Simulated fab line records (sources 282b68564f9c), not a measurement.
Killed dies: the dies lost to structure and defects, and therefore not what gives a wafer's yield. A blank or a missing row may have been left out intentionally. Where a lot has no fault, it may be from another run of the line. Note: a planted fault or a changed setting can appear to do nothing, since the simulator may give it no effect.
Which tool did it? ; flow rit cmos ; 42 wafers from 14 lots sampled at 6 of the route's 202 steps

WHAT EACH GAUGE READ, for each wafer
RIT_PRETRO_OVL_MEAS_06.
lot;measured;on;PRETRO_OVL (nm)
L863;day 2 11:31;overlay-02;-0.5 -1.0 -0.5
L866;day 2 22:05;overlay-01;1.4 1.2 0.9
L867;day 3 03:54;overlay-01;0.1 -0.1 0.4
L870;day 3 17:26;overlay-02;1.1 0.1 1.0
L872;day 4 04:31;overlay-01;2.0 0.3 1.7
L873;day 4 10:26;overlay-01;0.7 2.1 2.5
L876;day 4 23:53;overlay-02;0.1 0.6 1.8
L877;day 5 06:33;overlay-01;0.5 -1.3 0.4
L878;day 5 11:05;overlay-02;-1.1 2.1 0.7
L879;day 5 15:25;overlay-02;0.1 -0.6 -0.8
L880;day 5 19:29;overlay-01;0.9 0.8 1.4
L881;day 6 02:13;overlay-02;0.7 -0.2 0.1
L882;day 6 07:15;overlay-02;1.3 1.9 1.6
L884;day 6 15:45;overlay-01;1.9 0.7 2.0

RIT_PLDD_OVL_MEAS_06.
lot;measured;on;PLDD_OVL (nm)
L863;day 3 00:40;overlay-02;-1.5 -2.6 -2.0
L866;day 3 11:04;overlay-02;0.2 -0.4 0.0
L867;day 3 15:50;overlay-01;3.4 1.7 2.8
L870;day 4 05:26;overlay-01;-2.6 -0.5 -1.2
L872;day 4 17:53;overlay-01;0.1 0.8 1.4
L873;day 4 21:35;overlay-01;0.4 3.9 -0.2
L876;day 5 11:27;overlay-01;-0.8 -1.2 -2.6
L877;day 5 19:01;overlay-02;1.2 0.2 0.0
L878;day 5 23:00;overlay-02;-0.9 -1.3 -2.1
L879;day 6 02:36;overlay-01;0.6 1.1 -0.8
L880;day 6 07:50;overlay-02;-1.3 -1.2 -1.0
L881;day 6 14:11;overlay-02;-2.2 -1.2 -2.7
L882;day 6 19:20;overlay-01;-1.9 -1.0 -0.5
L884;day 7 03:03;overlay-02;0.9 0.9 -0.2

RIT_NSD_OVL_MEAS_06.
lot;measured;on;NSD_OVL (nm)
L863;day 3 04:35;overlay-02;-0.7 0.4 0.3
L866;day 3 16:15;overlay-02;-0.1 -0.5 -1.1
L867;day 3 19:46;overlay-02;0.9 0.8 0.8
L870;day 4 09:34;overlay-01;-0.5 -0.1 -1.3
L872;day 4 21:49;overlay-02;- - -
L873;day 5 01:31;overlay-02;- - -
L876;day 5 16:29;overlay-01;1.3 0.2 1.4
L877;day 5 22:56;overlay-01;0.5 1.3 0.2
L878;day 6 02:55;overlay-01;-2.4 -2.2 0.4
L879;day 6 06:37;overlay-02;-2.5 -1.1 0.2
L880;day 6 14:18;overlay-02;0.1 1.9 0.9
L881;day 6 18:16;overlay-01;0.4 -1.4 0.5
L882;day 6 23:24;overlay-02;0.3 -0.7 0.7
L884;day 7 07:10;overlay-02;-1.3 -0.4 -2.7

RIT_PSD_TW_MEAS_10.
lot;measured;on;PSD_TW
L863;day 3 06:31;film metro-03;3405 3389 3394
L866;day 3 18:11;film metro-04;3426 3395 3416
L867;day 3 21:49;film metro-04;3418 3422 3400
L870;day 4 11:44;film metro-03;3372 3378 3362
L872;day 5 00:04;film metro-04;3605 3605 3621
L873;day 5 03:27;film metro-04;3613 3618 3604
L876;day 5 18:25;film metro-03;3375 3350 3373
L877;day 6 01:03;film metro-04;3431 3389 3424
L878;day 6 04:51;film metro-01;3328 3325 3357
L879;day 6 08:40;film metro-04;3421 3419 3416
L880;day 6 16:14;film metro-01;3334 3338 3348
L881;day 6 20:21;film metro-03;3365 3358 3361
L882;day 7 01:20;film metro-04;3429 3431 3413
L884;day 7 09:25;film metro-04;3421 3433 3440

WHICH TOOL RAN EACH LOT (tool, then ch and the chambers of the sampled wafers, then the start)
lot;RIT_NSD_COAT_01;RIT_NSD_STRIP_09
L863;litho track-02 ch 0, day 3 03:53;plasma asher-01 ch 0,1, day 3 04:55
L866;litho track-01 ch 0, day 3 15:18;plasma asher-02 ch 0,1, day 3 16:35
L867;litho track-02 ch 0, day 3 19:05;plasma asher-02 ch 0,1, day 3 20:05
L870;litho track-04 ch 0, day 4 08:39;plasma asher-04 ch 0,1, day 4 09:59
L872;litho track-04, day 4 21:07;plasma asher-04 ch 0,1, day 4 22:08
L873;litho track-04, day 5 00:49;plasma asher-01 ch 0,1, day 5 01:52
L876;litho track-01 ch 0, day 5 15:40;plasma asher-02 ch 0,1, day 5 16:49
L877;litho track-04 ch 0, day 5 22:14;plasma asher-01 ch 0,1, day 5 23:16
L878;litho track-04 ch 0, day 6 02:13;plasma asher-01 ch 0,1, day 6 03:16
L879;litho track-04 ch 0, day 6 05:51;plasma asher-04 ch 1, day 6 06:57
L880;litho track-04 ch 0, day 6 13:29;plasma asher-04 ch 0,1, day 6 14:41
L881;litho track-04 ch 0, day 6 17:28;plasma asher-01 ch 0,1, day 6 18:38
L882;litho track-01 ch 0, day 6 22:36;plasma asher-04 ch 0, day 6 23:44
L884;litho track-01 ch 0, day 7 06:29;plasma asher-02 ch 1, day 7 07:40
- RIT_NSD_COAT_01: resist thk 1000 nm.
- RIT_NSD_STRIP_09: strips in O2, time 180 s.

AS READ BY THE TOOLS THEMSELVES (means over the sampled wafers that have a number; for cases with no such wafer, the mark the record gives instead)
RIT_NSD_COAT_01.
lot;tool;chill plate temp C (C);dispense pressure kPa (kPa);exhaust pa (Pa)
L863;litho track-02;22.92;52;44.7
L866;litho track-01;23.19;47;45.3
L867;litho track-02;22.90;52;44.9
L870;litho track-04;23.10;53;45.7
L872;litho track-04;-;-;-
L873;litho track-04;-;-;-
L876;litho track-01;22.97;47;43.7
L877;litho track-04;23.01;53;44.9
L878;litho track-04;23.04;53;45.8
L879;litho track-04;23.09;53;44.8
L880;litho track-04;23.07;53;45.9
L881;litho track-04;23.05;53;44.9
L882;litho track-01;22.98;47;45.1
L884;litho track-01;22.99;47;44.4

RIT_NSD_STRIP_09.
lot;tool;drypump motor current A (A)
L863;plasma asher-01;5.3
L866;plasma asher-02;5.6
L867;plasma asher-02;5.6
L870;plasma asher-04;5.2
L872;plasma asher-04;5.7
L873;plasma asher-01;5.2
L876;plasma asher-02;5.6
L877;plasma asher-01;5.3
L878;plasma asher-01;5.2
L879;plasma asher-04;4.7
L880;plasma asher-04;5.7
L881;plasma asher-01;5.2
L882;plasma asher-04;6.2
L884;plasma asher-02;5.5

THE ANSWER, worked out from the rows above alone
Rule: the usual values come from the lots themselves. The widest of any qualifying gaps counts: lots, ordered by their means at a reading, are off when they make up no more than a third of the lots, leave a main group of 4 or more, and stand apart from it by 3 or more times the standard deviation of that group's means. A main group whose means are all the same, to the digits that the tables above print for the reading, isn't used. Also off: a lot with no number at a reading for which 4 or more lots have one. The other lots that the step has rows for count as sound. The gauges are gone through in route order, then the tools' own readings, and for those a lot's mean is taken as printed above. At the first step where some lot is off, the reading lying furthest off is the one used; lots without a number count as furthest.
Off: at RIT_NSD_OVL_MEAS_06 (NSD_OVL), L872, L873. Without a number there: L872, L873. The main group has a mean of -0.2 nm with a standard deviation of 0.86.
A tool fits if, at a process step before that reading, it ran every lot that is off, and no sound lot after the first of them. The gauges at RIT_NSD_OVL_MEAS_06 aren't tried: what is off there is off at RIT_PSD_TW_MEAS_10 too, on other tools, and a gauge's error can't cause that. No candidate that was tried fits.

WHAT THE SIMULATOR PUT IN
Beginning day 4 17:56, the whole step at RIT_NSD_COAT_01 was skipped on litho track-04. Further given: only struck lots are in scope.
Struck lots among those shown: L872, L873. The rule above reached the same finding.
